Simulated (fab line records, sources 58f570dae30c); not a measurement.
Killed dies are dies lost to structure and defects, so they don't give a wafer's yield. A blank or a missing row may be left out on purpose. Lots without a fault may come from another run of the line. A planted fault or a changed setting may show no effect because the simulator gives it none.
Split-lot experiment | flow berkeley_cmos170 | 5 lots, 23 wafers read, on a route of 331 steps

THE SPLIT
At UCB170_SPACER_CVD_00 (deposits SiO2 from TEOS/O2, target thk 376 nm, time 47 s), the setting time_s was moved away from the recipe's 47 s on 10 of the 23 wafers read, by -10.3% to +11.7%. The other wafers ran this setting at the recipe's value.

FROM THE SPLIT TO THE READING: what the file shows between them, 2 steps
- UCB170_SPACER_THK_MEAS_01
- UCB170_SPACER_ANNEAL_02: time 1800 s

THE READING
oes_product_au, in a.u., at UCB170_SPACER_ETCHBACK_03 (etches SiO2 in CHF3/CF4/Ar, stops on Si, target depth 376 nm, time 100 s). Fault-free wafers of this fab line usually give 0.895 a.u., standard deviation 0.017 a.u..

wafer  | tool, chamber at the split | time_s as run, s | against the recipe | oes_product_au, a.u. | against lot-mates on the recipe
L074.1 | pecvd-01, 2                | 43.59            | -7.3%              | 0.848                | -0.048
L074.2 | pecvd-01, 1                | 47               | recipe             | 0.903                | -
L074.3 | pecvd-01, 0                | 47               | recipe             | 0.869                | -
L074.4 | pecvd-01, 1                | 43.59            | -7.3%              | 0.855                | -0.041
L074.6 | pecvd-01, 2                | 47               | recipe             | 0.915                | -
L077.2 | pecvd-03, 1                | 47               | recipe             | 0.880                | -
L077.4 | pecvd-03, 2                | 47               | recipe             | 0.879                | -
L077.6 | pecvd-03, 0                | 47               | recipe             | 0.899                | -
L078.1 | pecvd-01, 2                | 42.56            | -9.4%              | 0.828                | -0.069
L078.2 | pecvd-01, 1                | 47               | recipe             | 0.875                | -
L078.4 | pecvd-01, 0                | 47               | recipe             | 0.934                | -
L078.5 | pecvd-01, 1                | 47               | recipe             | 0.883                | -
L078.6 | pecvd-01, 2                | 42.56            | -9.4%              | 0.848                | -0.049
L082.1 | pecvd-02, 2                | 47               | recipe             | 0.881                | -
L082.2 | pecvd-02, 1                | 52.5             | +11.7%             | 0.966                | +0.073
L082.4 | pecvd-02, 2                | 47               | recipe             | 0.904                | -
L082.5 | pecvd-02, 0                | 52.5             | +11.7%             | 0.980                | +0.087
L082.6 | pecvd-02, 1                | 52.5             | +11.7%             | 0.952                | +0.059
L083.1 | pecvd-03, 1                | 42.16            | -10.3%             | 0.803                | -0.087
L083.2 | pecvd-03, 0                | 47               | recipe             | 0.869                | -
L083.4 | pecvd-03, 0                | 47               | recipe             | 0.911                | -
L083.5 | pecvd-03, 1                | 42.16            | -10.3%             | 0.847                | -0.043
L083.6 | pecvd-03, 2                | 42.16            | -10.3%             | 0.797                | -0.093

THE FIT
A straight line over all 23 wafers: oes_product_au changes by +0.00648 a.u. for each +1% of time_s; r = +0.92; the points scatter about the line by 0.019 a.u..
The same after taking each lot's own level away (the mean of its wafers on the recipe; 23 wafers): +0.00653 a.u. for each +1%; r = +0.93; scatter 0.018 a.u..
On that fit, the largest move of time_s shifts the reading by 0.076 a.u..
The lots' own levels span 0.8860 to 0.8973 a.u., that is 0.7 times the standard deviation above.
So the lot-to-lot level changes the slope little: the two slopes agree.
Check: with one of the wafers moved furthest among these (+11.7%) left out of the fit, the line predicts +0.0762 a.u. for it against its lot-mates. It came out at +0.0735 a.u. against them.

OTHER SPLITS ON THESE WAFERS
These wafers also went through other splits before the reading. Each is held against what the fit with the lots' levels taken away leaves over:
other split on the same wafers      | wafers away from the commonest value | r with oes_product_au (lot level and that fit taken away)
UCB170_ACTIVE_CVD_05 nh3_flow_sccm  | 18                                   | +0.07
UCB170_ACTIVE_STRIP_16 power_w      | 9                                    | -0.43
UCB170_PFIELD_COAT_01 spin_rpm      | 5                                    | +0.18
UCB170_SCREENOX_OXIDATION_01 temp_c | 18                                   | +0.07
UCB170_PVT_COAT_01 resist_thk_nm    | 5                                    | +0.02
UCB170_PVT_IMPLANT_07 tilt_deg      | 8                                    | -0.13
UCB170_GATE_CVD_04 time_s           | 18                                   | -0.11
UCB170_GATE_ETCH_14 bias_w          | 4                                    | +0.13

THE WHOLE CHAIN: every reading that the file lists as answering this split, in the file's order
step                      | what it does                                                             | reading                                                                       | change (the file's fit)                  | r (the file's)
UCB170_SPACER_CVD_00      | deposits SiO2 from TEOS/O2, target thk 376 nm, time 47 s                 | SiO2_of_SPACER_CVD_00.thk_nm (the simulator's own value, which no gauge read) | +3.79 nm for each +1% of the setting     | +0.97
UCB170_SPACER_THK_MEAS_01 |                                                                          | SPACER_TEOS_THK                                                               | +3.78 for each +1% of the setting        | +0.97
UCB170_SPACER_ETCHBACK_03 | etches SiO2 in CHF3/CF4/Ar, stops on Si, target depth 376 nm, time 100 s | oes_product_au                                                                | +0.0065 a.u. for each +1% of the setting | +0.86
UCB170_SPACER_ETCHBACK_03 | etches SiO2 in CHF3/CF4/Ar, stops on Si, target depth 376 nm, time 100 s | etch.depth_nm (the simulator's own value, which no gauge read)                | +3.79 nm for each +1% of the setting     | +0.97

THE FILE'S OWN FIT
oes_product_au changes by +0.0065 a.u. for each +1% of time_s, r = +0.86.
